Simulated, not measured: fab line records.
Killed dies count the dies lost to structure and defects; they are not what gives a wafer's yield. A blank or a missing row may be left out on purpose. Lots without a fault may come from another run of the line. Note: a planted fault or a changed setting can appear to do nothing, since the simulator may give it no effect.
Matching of chambers	flow berkeley_cmos170	UCB170_PSD_CLEAN_11 on wet_bench-03 has 3 sister chambers
The step cleans in SPM, time 600 s. 3 wafers are shown with their chamber, then 7 later ones without.

== WAFERS WITH THEIR CHAMBER ==
wafer	chamber	bath_heat_duty_pct (%)
L426.6	2	14.6
L432.6	0	10.7
L435.4	1	16.3

== WAFERS MISSING THEIR CHAMBER ==
wafer	bath_heat_duty_pct (%)
L435.5	15.9
L437.2	10.4
L437.3	10.2
L437.6	10.8
L448.4	11.4
L448.5	11.2
L448.6	11.1

== WHICH CHAMBER EACH WENT THROUGH ==
wafer	from the rows above	in truth
L435.5	1	1
L437.2	0	0
L437.3	0	0
L437.6	0	0
L448.4	0	0
L448.5	0	0
L448.6	0	0
7 of 7 placed correctly. From these rows, 0 cannot be placed. Wrongly placed: 0.
How it was worked out, from the rows above alone: a wafer's distance from a chamber is the root of the sum, over the readings, of the square of ((its reading less the chamber's mean) divided by the reading's scatter). The wafer belongs to the nearest chamber; if the next one is less than 2 further off, it can't be placed. The mean given for a chamber averages the wafers shown for that chamber. The scatter: with one shown wafer a chamber, the root of the mean of the squares of how far each hidden wafer lies from its nearest shown one.
